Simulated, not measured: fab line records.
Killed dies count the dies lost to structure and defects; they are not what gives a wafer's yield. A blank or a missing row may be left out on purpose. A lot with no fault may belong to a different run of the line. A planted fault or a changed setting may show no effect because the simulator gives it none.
A single fault, viewed from 2 desks -- flow berkeley cmos170 -- only its own numbers are on each desk; what lay behind them is given at the end

## FROM THE METROLOGY DESK
Lot by lot, what the gauges showed, no matter which tool ran the lot: averages of those sampled wafers that carry a number. If a lot's mean is further than 4 standard deviations from the usual mean, the lot is out of limits and carries the mark OUT (the distance appears in the brackets).
Columns: A = SPACER_TEOS_THK at UCB170_SPACER_THK_MEAS_01, usual 378 nm
lot,first seen here,A
L746,day 7 16:37,380
L748,day 7 16:39,376
L749,day 7 16:41,376
L751,day 8 01:32,382
L750,day 8 02:16,376
L752,day 8 17:46,381
L754,day 8 18:29,377
L755,day 8 19:22,380
L758,day 10 04:01,341 (-8.0) OUT
L760,day 10 04:08,338 (-8.7) OUT
L761,day 10 04:10,374
L767,day 11 19:01,377
L768,day 11 19:46,379
L769,day 12 01:05,379
This desk reports L758, L760 out of limits; the earliest was L758 at day 10 04:01 (SPACER_TEOS_THK at UCB170_SPACER_THK_MEAS_01). L746, L748, L749, L751, L750, L752, L754, L755, L761, L767, L768, L769: within limits.

## DESK OF THE TOOL OWNER: pecvd-01
The tool's own readings at UCB170_SPACER_CVD_00 (deposits SiO2 from TEOS/O2, target thk 376 nm, time 47 s): means of the sampled wafers that have a number, for each lot that ran on this tool. If a lot's mean is further than 4 standard deviations from the usual mean, the lot is out of limits and carries the mark OUT (the distance appears in the brackets).
Columns: A = heater power w at UCB170_SPACER_CVD_00, usual 274 W; B = rf fwd power W at UCB170_SPACER_CVD_00, usual 543.5 W
lot,first seen here,A,B
L749,day 7 16:30,253,545.8
L750,day 8 02:14,252,547.4
L758,day 10 03:58,326,399.9 (-55) OUT
L760,day 10 04:01,318,398.7 (-56) OUT
This desk finds L758, L760 out of limits, L758 being first, at day 10 03:58 (rf fwd power W at UCB170_SPACER_CVD_00). L749, L750: within limits.

## ALL TOGETHER
On L758, L760, at day 10 03:58, an alarm was possible from the tool owner's desk.
An alarm was possible from the metrology desk at day 10 04:01, on L758, L760.
All the named lots went through UCB170_SPACER_CVD_00 on pecvd-01.

## WHAT HAD BEEN PUT IN BY THE SIMULATOR
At UCB170_SPACER_CVD_00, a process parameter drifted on pecvd-01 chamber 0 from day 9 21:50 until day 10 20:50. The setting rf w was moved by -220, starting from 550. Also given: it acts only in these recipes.
Shown lots that were struck: L758, L760.
Time in hours from fault onset to the first out-of-limits reading at each desk: tool owner's desk 6, metrology desk 6.
